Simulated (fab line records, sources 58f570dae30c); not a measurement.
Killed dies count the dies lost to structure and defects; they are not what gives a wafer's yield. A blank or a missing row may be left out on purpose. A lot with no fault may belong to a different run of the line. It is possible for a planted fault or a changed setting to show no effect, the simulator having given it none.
Comparing a struck lot with a sound one :: flow berkeley-cmos170 :: 14 steps out of a route of 331
Sound: these wafers, L677.1, L677.2, L677.4. Struck: wafers L675.4, L675.5, L675.6. The cause comes at the end.
Each step with rows lists, per side, the tool, then ch with its chambers, then its first start. Under that, the readings that differ: sound wafers :: struck wafers :: difference of the means :: sigmas: that difference in standard deviations of wafers without a fault.
alike: same words and numbers on both sides, and readings whose means sit less than 2 such deviations apart. not compared: any withheld reading, any reading some wafer has no value for, any bound like >300 that may hide the same value, and any number with overlapping values for which the record gives no deviation.
The two part at a step that has a row with sigmas, a row that says differs or no value, or rows on one side only. Non-overlapping numbers with no deviation appear without sigmas and do not part them. A reading that every wafer of one side lacks parts them only if that side has two wafers or more.

first, 3 steps without rows for these wafers: UCB170_PWELL_EXPOSE_10 (exposes mask PWELL, target cd 3000 nm); UCB170_PWELL_PEB_11; UCB170_PWELL_DEVELOP_12 (develop time 45 s).
UCB170_PWELL_OVL_MEAS_13:
  struck on overlay-01, day 6 19:27; sound on overlay-02, day 7 09:23
  alike: PWELL_OVL
UCB170_PWELL_ETCH_14: etches Si3N4 in CH3F/Ar/O2, stops on SiO2, target depth 242 nm, time 151 s.
  sound on rie-diel-03 ch 0,1,3, day 7 09:26; struck on rie-diel-01 ch 2,3, day 6 19:28
  alike: chamber-pressure-mTorr, drypump-motor-current-A, oes-product-au, throttle-valve-pct
  not compared: rf-hours-counter-h
after that, 1 step had no rows for these wafers: UCB170_PWELL_IMPLANT_15.
UCB170_PWELL_STRIP_16: strips in O2.
  sound on plasma-asher-03 ch 0,1, day 7 09:41; struck on plasma-asher-01 ch 0,1, day 6 19:45
  alike: chamber-pressure-mTorr, drypump-motor-current-A, o2-flow-sccm, oes-product-au, strip-time-to-endpoint-s
  not compared: rf-hours-counter-h
UCB170_PWELL_TW_MEAS_17:
  struck on film-metro-03, day 6 19:50; sound on film-metro-03, day 7 09:47
  alike: PWELL_TW
then, 4 steps without rows for these wafers: UCB170_PWELL_CLEAN_18 (cleans in SPM, time 600 s); UCB170_PWELL_WET_ETCH_19 (etches Si3N4 in H3PO4, time 14400 s); UCB170_PWELL_WET_ETCH_20 (etches SiO2 in BOE, time 22 s); UCB170_WELLDRIVE_CLEAN_00 (cleans in SPM, time 600 s).
UCB170_WELLDRIVE_OXIDATION_01: target thk 199 nm, ox time 9000 s.
  struck on furnace-04, day 7 01:09; sound on furnace-04 ch 0, day 7 17:29
  no value came back on the struck wafers for ox-temp-c (C), ox-temp-c-max, spike-tc-centre-C (C), zone-power-load-pct (%); on the sound wafers ox-temp-c (C) reads 1100.5 1100.8 1100.6
then, 1 step without rows for these wafers: UCB170_WELLDRIVE_ANNEAL_03 (time 900 s).

WHERE THEY PART
Only at UCB170_WELLDRIVE_OXIDATION_01, within this record.

WHY: what the simulator had put in
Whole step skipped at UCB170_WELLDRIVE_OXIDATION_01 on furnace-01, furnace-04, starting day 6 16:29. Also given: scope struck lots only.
